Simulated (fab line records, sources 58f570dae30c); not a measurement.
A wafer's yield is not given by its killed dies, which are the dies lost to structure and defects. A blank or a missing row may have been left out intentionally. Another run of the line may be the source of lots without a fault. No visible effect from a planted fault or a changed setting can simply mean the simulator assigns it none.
fab line records	flow berkeleyCmos170
[record] lots = 5	wafers = 23
route steps=331 shown ZERO@13 NWELL@28 PFIELD@80 GATE@130 PLDD@146 PSD@179 NSD@195 BACKSIDE@199 SDANNEAL@205 CONTACT@228
startH: hours from the record's opening day to when the first of the lot's shown wafers began	waitH: time in hours since the lot's previous step	" repeats the value in the row above	L1.1+2: several wafers, shown together as one row	- no value, or no start was given	* or withheld: withheld	< > ~ a bound
route shown NAME@n: names a module that has steps shown in the file, with the first one's number in the route	usual: mean/standard deviation taken from wafers without a fault	same: alike in all rows	chamber/n: place in a boat	sites: readings site by site	_std_site: their standard deviation	_edge_site: the outer-site mean with the inner-site mean subtracted	radiusMm: how far each site lies from the wafer's centre	mask NAME#n: copy n	behind: tool/chamber where the wafer was last shaped	hold: reason for holding the lot/hours on hold/outcome of the hold	device: the transistor (n, p or np) that didn't switch	end of line: the route-end tests of the same wafers	a step with no rows: only its recipe	killed: not the wafer's yield, but the dies lost to structure and defects at the first sort	map: shows each die of a wafer: x if killed, . if not, _ if none is there
set.NAME: setting as actually run; set.NAME@STEP: the setting as run at that earlier step	model.NAME: the simulator's own value behind a step, which no gauge read
lots whose settings were changed on purpose; a table a step, a row a wafer
[[steps]]
[step UCB170_ZERO_STRIP_07]
[recipe] chemistry = O2	powerW = 400	pressureMtorr = 3500	platenTempC = withheld	o2FlowSccm = 400	overashFraction = 0.5
[usual] stripTimeToEndpointS = 21.29/0.064
lot.wafer	tool	chamber	startH	waitH	set.o2FlowSccm	stripTimeToEndpointS
L075.1	plasmaAsher-02	0	23.16	0.0	400	21.23
L075.2	"	1	"	"	400	21.29
L075.3	"	0	"	"	400	21.32
L075.4	"	1	"	"	400	21.30
L075.5	"	1	"	"	400	21.20
L078.3	plasmaAsher-02	1	38.49	0.0	400	21.23
L078.4	"	0	"	"	400	21.29
L078.5	"	0	"	"	400	21.22
L080.1	plasmaAsher-02	1	48.84	0.0	400	21.34
L080.2	"	0	"	"	400	21.40
L080.3	"	0	"	"	434.6	21.13
L080.4	"	1	"	"	434.6	21.17
L080.6	"	1	"	"	434.6	21.10
L082.1	plasmaAsher-02	0	57.42	0.0	400	21.20
L082.2	"	1	"	"	426.8	20.98
L082.3	"	0	"	"	400	21.20
L082.4	"	1	"	"	400	21.17
L082.6	"	1	"	"	426.8	20.98
L084.1	plasmaAsher-02	0	71.02	0.0	417.9	21.12
L084.2	"	1	"	"	417.9	21.14
L084.3	"	1	"	"	400	21.30
L084.5	"	0	"	"	417.9	21.20
L084.6	"	1	"	"	400	21.33
[step UCB170_NWELL_IMPLANT_14]
[recipe] species = P	doseCm2 = 1e+13	energyKev = 150	tiltDeg = 7
lot.wafer	tool	chamber	startH	waitH	set.doseCm2
L075.1+2+3	implanter-03	0	33.41	0.1	1.028e+13
L075.4+5	"	0	"	"	1e+13
L078.3+4+5	implanter-03	0	49.57	0.1	1e+13
L080.1+4+6	implanter-04	0	60.23	0.1	9.479e+12
L080.2+3	"	0	"	"	1e+13
L082.1+2+3	implanter-01	0	68.78	0.1	1e+13
L082.4+6	"	0	"	"	9.784e+12
L084.1+3	implanter-04	0	82.52	0.1	1e+13
L084.2+5+6	"	0	"	"	9.546e+12
[step UCB170_NWELL_STRIP_15]
[recipe] chemistry = O2	powerW = 400	pressureMtorr = 3500	platenTempC = withheld	o2FlowSccm = 400	overashFraction = 0.5
[step UCB170_NWELL_TW_MEAS_16]
[usual] NWELL_TW = 1232/6.5
lot.wafer	tool	chamber	startH	waitH	set.doseCm2@NWELL_IMPLANT_14	NWELL_TW
L075.1	filmMetro-01	-	33.66	0.1	1.028e+13	1250
L075.2	"	-	"	"	1.028e+13	1248
L075.3	"	-	"	"	1.028e+13	1248
L075.4	"	-	"	"	1e+13	1238
L075.5	"	-	"	"	1e+13	1234
L078.3	filmMetro-01	-	49.79	0.1	1e+13	1223
L078.4	"	-	"	"	1e+13	1224
L078.5	"	-	"	"	1e+13	1226
L080.1	filmMetro-01	-	60.48	0.1	9.479e+12	1204
L080.2	"	-	"	"	1e+13	1224
L080.3	"	-	"	"	1e+13	1225
L080.4	"	-	"	"	9.479e+12	1204
L080.6	"	-	"	"	9.479e+12	1201
L082.1	filmMetro-01	-	69.03	0.1	1e+13	1224
L082.2	"	-	"	"	1e+13	1214
L082.3	"	-	"	"	1e+13	1221
L082.4	"	-	"	"	9.784e+12	1210
L082.6	"	-	"	"	9.784e+12	1218
L084.1	filmMetro-02	-	82.77	0.1	1e+13	1237
L084.2	"	-	"	"	9.546e+12	1224
L084.3	"	-	"	"	1e+13	1238
L084.5	"	-	"	"	9.546e+12	1214
L084.6	"	-	"	"	9.546e+12	1215
[step UCB170_PFIELD_COAT_01]
[recipe] resist = KrF	spinRpm = 1500	resistThkNm = 900
lot.wafer	tool	chamber	startH	waitH	set.spinRpm	model.KrF_of_PFIELD_COAT_01.thkNm
L075.1	lithoTrack-01	0	82.02	0.1	1500	903.7
L075.2+5	"	0	"	"	1500	902.5
L075.3	"	0	"	"	1500	902.4
L075.4	"	0	"	"	1500	900.7
L078.3	lithoTrack-02	0	89.11	0.1	1500	898.8
L078.4	"	0	"	"	1500	901.5
L078.5	"	0	"	"	1500	900.6
L082.1	lithoTrack-02	0	111.20	0.1	1601	869.5
L082.2	"	0	"	"	1601	868.3
L082.3	"	0	"	"	1500	900.5
L082.4	"	0	"	"	1500	898.3
L082.6	"	0	"	"	1601	869.1
L080.1	lithoTrack-01	0	111.29	0.1	1500	903.5
L080.2	"	0	"	"	1438	923.3
L080.3	"	0	"	"	1500	903.7
L080.4	"	0	"	"	1438	924.5
L080.6	"	0	"	"	1500	906.3
L084.1	lithoTrack-02	0	129.11	0.1	1500	900.8
L084.2	"	0	"	"	1500	897.2
L084.3	"	0	"	"	1500	901
L084.5	"	0	"	"	1500	898.1
L084.6	"	0	"	"	1500	897
[step UCB170_PFIELD_SOFTBAKE_02]
[recipe] resist = KrF	tempC = 130	timeS = 60
[step UCB170_PFIELD_EXPOSE_03]
[recipe] maskId = PFIELD	na = 0.5	sigmaOuter = 0.6	sourceShape = conventional	targetCdNm = 1500	doseMj = 30
[step UCB170_PFIELD_IMPLANT_07]
[recipe] species = B	doseCm2 = 2e+13	energyKev = 80	tiltDeg = 7
[step UCB170_PFIELD_STRIP_08]
[recipe] chemistry = O2	powerW = 400	pressureMtorr = 3500	platenTempC = withheld	o2FlowSccm = 400	overashFraction = 0.5
[usual] stripTimeToEndpointS = 21.65/0.056
lot.wafer	tool	chamber	startH	waitH	set.spinRpm@PFIELD_COAT_01	stripTimeToEndpointS
L075.1	plasmaAsher-04	1	82.92	0.1	1500	21.72
L075.2	"	0	"	"	1500	21.67
L075.3	"	0	"	"	1500	21.70
L075.4	"	1	"	"	1500	21.63
L075.5	"	1	"	"	1500	21.69
L078.3	plasmaAsher-04	0	90.24	0.1	1500	21.61
L078.4	"	1	"	"	1500	21.66
L078.5	"	1	"	"	1500	21.62
L082.1	plasmaAsher-04	0	112.52	0.1	1601	20.90
L082.2	"	1	"	"	1601	20.86
L082.3	"	0	"	"	1500	21.64
L082.4	"	1	"	"	1500	21.58
L082.6	"	0	"	"	1601	20.88
L080.1	plasmaAsher-02	0	112.78	0.1	1500	21.71
L080.2	"	1	"	"	1438	22.19
L080.3	"	0	"	"	1500	21.73
L080.4	"	1	"	"	1438	22.22
L080.6	"	1	"	"	1500	21.78
L084.1	plasmaAsher-04	1	130.26	0.1	1500	21.65
L084.2	"	0	"	"	1500	21.55
L084.3	"	0	"	"	1500	21.64
L084.5	"	1	"	"	1500	21.58
L084.6	"	0	"	"	1500	21.54
[step UCB170_GATE_CVD_04]
[recipe] material = poly-Si	tempC = 610	precursor = SiH4	timeS = 1440	pressureMtorr = 375	targetThkNm = 214	sih4FlowSccm = 120
lot.wafer	tool	chamber	startH	waitH	set.pressureMtorr	model.poly-Si_of_GATE_CVD_04.thkNm
L075.1	-	-	-	0.0	414.6	226.6
L075.2	"	-	"	"	414.6	228.9
L075.3	"	-	"	"	414.6	226.3
L075.4	"	-	"	"	414.6	227.2
L075.5	"	-	"	"	414.6	228
L078.3	lpcvd-02	1	130.73	0.0	375	213.1
L078.4	"	1	"	"	375	214.5
L078.5	"	1	"	"	375	215
L080.1	-	-	-	0.0	357.4	211.8
L080.2	"	-	"	"	357.4	211.6
L080.3	"	-	"	"	357.4	213.6
L080.4	"	-	"	"	357.4	212.4
L080.6	"	-	"	"	357.4	211.9
L082.1	-	-	-	0.0	358.3	208.8
L082.2	"	-	"	"	358.3	210.3
L082.3	"	-	"	"	358.3	210.7
L082.4	"	-	"	"	358.3	209.4
L082.6	"	-	"	"	358.3	210
L084.1	-	-	-	0.7	422.8	225.1
L084.2	"	-	"	"	422.8	226.3
L084.3	"	-	"	"	422.8	223.7
L084.5	"	-	"	"	422.8	226.6
L084.6	"	-	"	"	422.8	223.1
[step UCB170_GATE_THK_MEAS_05]
[recipe] reads = poly-Si_of_GATE_CVD_04
[usual] GATE_POLY_THK = 215.4/2.4
lot.wafer	tool	chamber	startH	waitH	set.pressureMtorr@GATE_CVD_04	GATE_POLY_THK[nm]
L075.1	filmMetro-04	-	-	-	414.6	226.7
L075.2	"	-	"	"	414.6	228.9
L075.3	"	-	"	"	414.6	226.3
L075.4	"	-	"	"	414.6	227.1
L075.5	"	-	"	"	414.6	228.0
L078.3	filmMetro-01	-	132.15	0.0	375	213.1
L078.4	"	-	"	"	375	214.6
L078.5	"	-	"	"	375	215.2
L080.1	filmMetro-02	-	-	-	357.4	211.8
L080.2	"	-	"	"	357.4	211.7
L080.3	"	-	"	"	357.4	213.7
L080.4	"	-	"	"	357.4	212.4
L080.6	"	-	"	"	357.4	211.8
L082.1	filmMetro-04	-	-	-	358.3	208.8
L082.2	"	-	"	"	358.3	210.2
L082.3	"	-	"	"	358.3	210.6
L082.4	"	-	"	"	358.3	209.4
L082.6	"	-	"	"	358.3	210.1
L084.1	filmMetro-04	-	-	-	422.8	225.1
L084.2	"	-	"	"	422.8	226.3
L084.3	"	-	"	"	422.8	223.8
L084.5	"	-	"	"	422.8	226.6
L084.6	"	-	"	"	422.8	222.9
[step UCB170_PLDD_COAT_01]
[recipe] resist = KrF	spinRpm = 1500	resistThkNm = 900
lot.wafer	tool	chamber	startH	waitH	set.resistThkNm	model.KrF_of_PLDD_COAT_01.thkNm
L075.1+2	lithoTrack-02	0	127.11	0.1	900	899.3
L075.3	"	0	"	"	900	899.8
L075.4	"	0	"	"	868.5	865.5
L075.5	"	0	"	"	868.5	866.8
L078.3	lithoTrack-02	0	134.24	0.1	900	899.5
L078.4	"	0	"	"	900	901.4
L078.5	"	0	"	"	900	901.2
L080.1+2	lithoTrack-02	0	157.46	0.1	900	904.5
L080.3	"	0	"	"	900	903.4
L080.4	"	0	"	"	934.5	938.7
L080.6	"	0	"	"	934.5	936.5
L082.1+2	lithoTrack-01	0	157.80	0.1	932.2	935.5
L082.3	"	0	"	"	932.2	936.8
L082.4	"	0	"	"	900	903
L082.6	"	0	"	"	900	902.8
L084.1	lithoTrack-04	0	176.19	0.1	900	900.8
L084.2	"	0	"	"	900	902
L084.3	"	0	"	"	900	902.2
L084.5	"	0	"	"	900	902.1
L084.6	"	0	"	"	900	900.7
[step UCB170_PLDD_SOFTBAKE_02]
[recipe] resist = KrF	tempC = 130	timeS = 60
lot.wafer	tool	chamber	startH	waitH	set.tempC
L075.1+3	lithoTrack-02	0	127.26	0.1	126.3
L075.2+4+5	"	0	"	"	130
L078.3+4+5	lithoTrack-02	0	134.39	0.1	130
L080.1+2+6	lithoTrack-02	0	157.61	0.1	133.1
L080.3+4	"	0	"	"	130
L082.1+2+3+4+6	lithoTrack-01	0	157.95	0.1	130
L084.1+2+5	lithoTrack-04	0	176.34	0.1	133
L084.3+6	"	0	"	"	130
[step UCB170_PLDD_EXPOSE_03]
[recipe] maskId = PSELECT	na = 0.5	sigmaOuter = 0.6	sourceShape = conventional	targetCdNm = 1200	doseMj = 30
[step UCB170_PLDD_PEB_04]
[recipe] pebTempC = 130	pebTimeS = withheld	resist = KrF
[step UCB170_PLDD_IMPLANT_08]
[recipe] species = BF2	doseCm2 = 5e+13	energyKev = 10	tiltDeg = 7	rotationDeg = 0
[step UCB170_PLDD_IMPLANT_09]
[recipe] species = BF2	doseCm2 = 5e+13	energyKev = 10	tiltDeg = 7	rotationDeg = 180
[step UCB170_PLDD_STRIP_10]
[recipe] chemistry = O2	powerW = 400	pressureMtorr = 3500	platenTempC = withheld	o2FlowSccm = 400	overashFraction = 0.5
[usual] stripTimeToEndpointS = 21.66/0.069
lot.wafer	tool	chamber	startH	waitH	set.resistThkNm@PLDD_COAT_01	stripTimeToEndpointS
L075.1	plasmaAsher-04	0	128.29	0.1	900	21.73
L075.2	"	1	"	"	900	21.61
L075.3	"	0	"	"	900	21.74
L075.4	"	1	"	"	868.5	20.80
L075.5	"	0	"	"	868.5	20.83
L078.3	plasmaAsher-03	0	135.61	0.1	900	21.63
L078.4	"	1	"	"	900	21.66
L078.5	"	1	"	"	900	21.65
L080.1	plasmaAsher-04	0	159.04	0.1	900	21.65
L080.2	"	1	"	"	900	21.64
L080.3	"	1	"	"	900	21.72
L080.4	"	0	"	"	934.5	22.57
L080.6	"	1	"	"	934.5	22.41
L082.1	plasmaAsher-02	0	159.14	0.1	932.2	22.47
L082.2	"	1	"	"	932.2	22.49
L082.3	"	0	"	"	932.2	22.50
L082.4	"	1	"	"	900	21.70
L082.6	"	0	"	"	900	21.69
L084.1	plasmaAsher-03	1	177.34	0.1	900	21.56
L084.2	"	0	"	"	900	21.58
L084.3	"	0	"	"	900	21.68
L084.5	"	1	"	"	900	21.61
L084.6	"	0	"	"	900	21.64
[step UCB170_PSD_PEB_04]
[recipe] pebTempC = 130	pebTimeS = withheld	resist = KrF
lot.wafer	tool	chamber	startH	waitH	set.pebTempC
L075.1+5	lithoTrack-03	0	134.59	0.3	130
L075.2+3+4	"	0	"	"	133.5
L078.3+4+5	lithoTrack-03	0	144.86	0.3	130
L080.1+2+4	lithoTrack-02	0	166.26	0.4	133.9
L080.3+6	"	0	"	"	130
L082.1+3+4	lithoTrack-04	0	166.36	0.1	130
L082.2+6	"	0	"	"	128.3
L084.1+3+5	lithoTrack-03	0	184.34	0.1	130
L084.2+6	"	0	"	"	126.1
[step UCB170_PSD_DEVELOP_05]
[recipe] developer = TMAH	developTimeS = 45	resist = KrF	devTempC = 21
[step UCB170_PSD_CD_MEAS_06]
[recipe] targetCdNm = 1200
[usual] cdNm = 1199.7/1.5
lot.wafer	tool	chamber	startH	waitH	set.pebTempC@PSD_PEB_04	cdNm
L075.1	cdSem-02	-	134.92	-	130	1199.6
L075.2	"	-	"	"	133.5	1219.0
L075.3	"	-	"	"	133.5	1219.7
L075.4	"	-	"	"	133.5	1220.6
L075.5	"	-	"	"	130	1199.1
L078.3	cdSem-02	-	145.13	-	130	1200.3
L078.4	"	-	"	"	130	1199.6
L078.5	"	-	"	"	130	1199.8
L080.1	cdSem-02	-	166.53	-	133.9	1221.4
L080.2	"	-	"	"	133.9	1222.6
L080.3	"	-	"	"	130	1200.4
L080.4	"	-	"	"	133.9	1221.5
L080.6	"	-	"	"	130	1200.0
L082.1	cdSem-02	-	166.65	-	130	1198.4
L082.2	"	-	"	"	128.3	1186.6
L082.3	"	-	"	"	130	1199.7
L082.4	"	-	"	"	130	1199.5
L082.6	"	-	"	"	128.3	1188.0
L084.1	cdSem-01	-	184.61	-	130	1197.5
L084.2	"	-	"	"	126.1	1165.7
L084.3	"	-	"	"	130	1198.8
L084.5	"	-	"	"	130	1197.8
L084.6	"	-	"	"	126.1	1167.5
[step UCB170_NSD_IMPLANT_08]
[recipe] species = P	doseCm2 = 3e+15	energyKev = 40	tiltDeg = 7
lot.wafer	tool	chamber	startH	waitH	set.doseCm2
L075.1+2	implanter-04	0	136.61	0.0	2.833e+15
L075.3+4+5	"	0	"	"	3e+15
L078.3+4+5	implanter-01	0	146.92	0.1	3e+15
L080.1+3+6	implanter-04	0	168.17	0.0	3e+15
L080.2+4	"	0	"	"	3.114e+15
L082.1+6	implanter-01	0	168.69	0.0	3e+15
L082.2+3+4	"	0	"	"	2.865e+15
L084.1+2	implanter-03	0	187.15	0.0	3.108e+15
L084.3+5+6	"	0	"	"	3e+15
[step UCB170_NSD_STRIP_09]
[recipe] chemistry = O2	powerW = 400	pressureMtorr = 3500	platenTempC = withheld	o2FlowSccm = 400	overashFraction = 0.5
[usual] stripTimeToEndpointS = 35.85/0.088
lot.wafer	tool	chamber	startH	waitH	set.doseCm2@NSD_IMPLANT_08	stripTimeToEndpointS
L075.1	plasmaAsher-01	0	136.76	0.1	2.833e+15	35.25
L075.2	"	1	"	"	2.833e+15	35.27
L075.3	"	1	"	"	3e+15	35.82
L075.4	"	0	"	"	3e+15	35.76
L075.5	"	1	"	"	3e+15	35.87
L078.3	plasmaAsher-01	0	147.05	0.1	3e+15	35.83
L078.4	"	1	"	"	3e+15	35.84
L078.5	"	1	"	"	3e+15	35.80
L080.1	plasmaAsher-03	0	168.32	0.1	3e+15	35.79
L080.2	"	1	"	"	3.114e+15	36.25
L080.3	"	0	"	"	3e+15	35.81
L080.4	"	1	"	"	3.114e+15	36.17
L080.6	"	0	"	"	3e+15	35.78
L082.1	plasmaAsher-01	0	168.84	0.1	3e+15	36.11
L082.2	"	1	"	"	2.865e+15	35.70
L082.3	"	0	"	"	2.865e+15	35.63
L082.4	"	1	"	"	2.865e+15	35.54
L082.6	"	0	"	"	3e+15	36.04
L084.1	plasmaAsher-01	0	187.30	0.1	3.108e+15	36.31
L084.2	"	1	"	"	3.108e+15	36.31
L084.3	"	0	"	"	3e+15	35.96
L084.5	"	1	"	"	3e+15	35.86
L084.6	"	0	"	"	3e+15	35.86
[step UCB170_BACKSIDE_HMDS_00]
[recipe] primeTimeS = 60	primeTempC = 100
lot.wafer	tool	chamber	startH	waitH	set.primeTimeS
L075.1+4+5	lithoTrack-04	0	137.30	0.1	54.08
L075.2+3	"	0	"	"	60
L078.3+4+5	lithoTrack-04	0	147.42	0.1	60
L080.1+3	lithoTrack-01	0	168.66	0.0	60
L080.2+4+6	"	0	"	"	56.62
L082.1+4+6	lithoTrack-01	0	169.38	0.2	60
L082.2+3	"	0	"	"	55.85
L084.1+2+3	lithoTrack-02	0	188.06	0.4	55.14
L084.5+6	"	0	"	"	60
[step UCB170_BACKSIDE_COAT_01]
[recipe] resist = KrF	spinRpm = 1530	resistThkNm = 900
[step UCB170_BACKSIDE_SOFTBAKE_02]
[recipe] resist = KrF	tempC = 130	timeS = 60
[step UCB170_SDANNEAL_RTA_01]
[recipe] tempC = 1050	timeS = 5	ambient = N2
[step UCB170_SDANNEAL_RS_MEAS_03]
[recipe] thkMeasGauge = four-point-probe
[usual] NSD_RS = 37.28/0.11
lot.wafer	tool	chamber	startH	waitH	set.doseCm2@NSD_IMPLANT_08	NSD_RS[ohm/sq]
L075.1	filmMetro-03	-	138.27	0.1	2.833e+15	38.58
L075.2	"	-	"	"	2.833e+15	38.55
L075.3	"	-	"	"	3e+15	37.45
L075.4	"	-	"	"	3e+15	37.50
L075.5	"	-	"	"	3e+15	37.49
L078.3	filmMetro-02	-	148.54	0.1	3e+15	37.18
L078.4	"	-	"	"	3e+15	37.29
L078.5	"	-	"	"	3e+15	37.28
L080.1	filmMetro-04	-	169.63	0.1	3e+15	37.24
L080.2	"	-	"	"	3.114e+15	36.69
L080.3	"	-	"	"	3e+15	37.24
L080.4	"	-	"	"	3.114e+15	36.67
L080.6	"	-	"	"	3e+15	37.19
L082.1	filmMetro-04	-	170.35	0.1	3e+15	37.17
L082.2	"	-	"	"	2.865e+15	38.04
L082.3	"	-	"	"	2.865e+15	37.78
L082.4	"	-	"	"	2.865e+15	38.03
L082.6	"	-	"	"	3e+15	37.17
L084.1	filmMetro-03	-	189.05	0.1	3.108e+15	36.63
L084.2	"	-	"	"	3.108e+15	36.64
L084.3	"	-	"	"	3e+15	37.17
L084.5	"	-	"	"	3e+15	37.28
L084.6	"	-	"	"	3e+15	37.19
[step UCB170_CONTACT_EXPOSE_12]
[recipe] maskId = CONT	targetCdNm = 700	na = 0.5	sigmaOuter = 0.6	sourceShape = conventional	doseMj = 35
lot.wafer	tool	chamber	startH	waitH	mask	set.doseMj
L075.1+2+3+4+5	krfScanner-02	0	143.62	-	CONT#0	35
L078.3+4+5	krfScanner-02	0	153.80	-	CONT#0	35
L080.1+2+3+4+6	krfScanner-01	0	173.78	-	CONT#0	35
L082.1+4	krfScanner-01	0	175.54	-	CONT#0	35
L082.2+3+6	"	0	"	"	CONT#0	36.3
L084.1+2+6	krfScanner-02	0	194.70	-	CONT#0	35
L084.3+5	"	0	"	"	CONT#0	37.34
[step UCB170_CONTACT_PEB_13]
[recipe] pebTempC = 130	pebTimeS = withheld	resist = KrF
[step UCB170_CONTACT_DEVELOP_14]
[recipe] developer = TMAH	developTimeS = 45	resist = KrF	devTempC = 21
[step UCB170_CONTACT_CD_MEAS_15]
[recipe] targetCdNm = 700
[usual] cdNm = 699.8/1.6
lot.wafer	tool	chamber	startH	waitH	set.doseMj@CONTACT_EXPOSE_12	cdNm
L075.1	cdSem-01	-	144.02	-	35	700.2
L075.2	"	-	"	"	35	699.5
L075.3	"	-	"	"	35	699.8
L075.4	"	-	"	"	35	700.3
L075.5	"	-	"	"	35	699.7
L078.3	cdSem-02	-	154.44	-	35	699.4
L078.4	"	-	"	"	35	698.2
L078.5	"	-	"	"	35	698.4
L080.1	cdSem-01	-	174.17	-	35	699.8
L080.2	"	-	"	"	35	697.6
L080.3	"	-	"	"	35	698.6
L080.4	"	-	"	"	35	699.1
L080.6	"	-	"	"	35	697.9
L082.1	cdSem-01	-	175.93	-	35	703.6
L082.2	"	-	"	"	36.3	709.2
L082.3	"	-	"	"	36.3	709.0
L082.4	"	-	"	"	35	701.9
L082.6	"	-	"	"	36.3	707.5
L084.1	cdSem-02	-	195.09	-	35	697.8
L084.2	"	-	"	"	35	698.9
L084.3	"	-	"	"	37.34	709.4
L084.5	"	-	"	"	37.34	709.1
L084.6	"	-	"	"	35	698.3
[[key]]
[split] step = UCB170_ZERO_STRIP_07	setting = o2FlowSccm	stated = 400	by = wafer
[response] step = UCB170_ZERO_STRIP_07	reading = stripTimeToEndpointS	change = *	per = 1%	r = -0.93
[split] step = UCB170_NWELL_IMPLANT_14	setting = doseCm2	stated = 1e+13	by = wafer
[response] step = UCB170_NWELL_TW_MEAS_16	reading = NWELL_TW	change = +4.21	per = 1%	r = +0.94
[split] step = UCB170_PFIELD_COAT_01	setting = spinRpm	stated = 1500	by = wafer
[response] step = UCB170_PFIELD_COAT_01	reading = model.KrF_of_PFIELD_COAT_01.thkNm	change = -4.57	per = 1%	r = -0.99
[response] step = UCB170_PFIELD_STRIP_08	reading = stripTimeToEndpointS	change = *	per = 1%	r = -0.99
[split] step = UCB170_GATE_CVD_04	setting = pressureMtorr	stated = 375	by = lot
[response] step = UCB170_GATE_CVD_04	reading = model.poly-Si_of_GATE_CVD_04.thkNm	change = +0.921	per = 1%	r = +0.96
[response] step = UCB170_GATE_THK_MEAS_05	reading = GATE_POLY_THK	change = +0.92	per = 1%	r = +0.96
[split] step = UCB170_PLDD_COAT_01	setting = resistThkNm	stated = 900	by = wafer
[response] step = UCB170_PLDD_COAT_01	reading = model.KrF_of_PLDD_COAT_01.thkNm	change = +9.15	per = 1%	r = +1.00
[response] step = UCB170_PLDD_STRIP_10	reading = stripTimeToEndpointS	change = *	per = 1%	r = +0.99
[split] step = UCB170_PLDD_SOFTBAKE_02	setting = tempC	stated = 130	by = wafer
response none clear
[split] step = UCB170_PSD_PEB_04	setting = pebTempC	stated = 130	by = wafer
[response] step = UCB170_PSD_CD_MEAS_06	reading = cdNm	change = +8.52	per = 1%	r = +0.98
[split] step = UCB170_NSD_IMPLANT_08	setting = doseCm2	stated = 3e+15	by = wafer
[response] step = UCB170_NSD_STRIP_09	reading = stripTimeToEndpointS	change = *	per = 1%	r = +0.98
[response] step = UCB170_SDANNEAL_RS_MEAS_03	reading = NSD_RS	change = -0.174	per = 1%	r = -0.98
[split] step = UCB170_BACKSIDE_HMDS_00	setting = primeTimeS	stated = 60	by = wafer
response none clear
[split] step = UCB170_CONTACT_EXPOSE_12	setting = doseMj	stated = 35	by = wafer
[response] step = UCB170_CONTACT_CD_MEAS_15	reading = cdNm	change = +1.62	per = 1%	r = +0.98
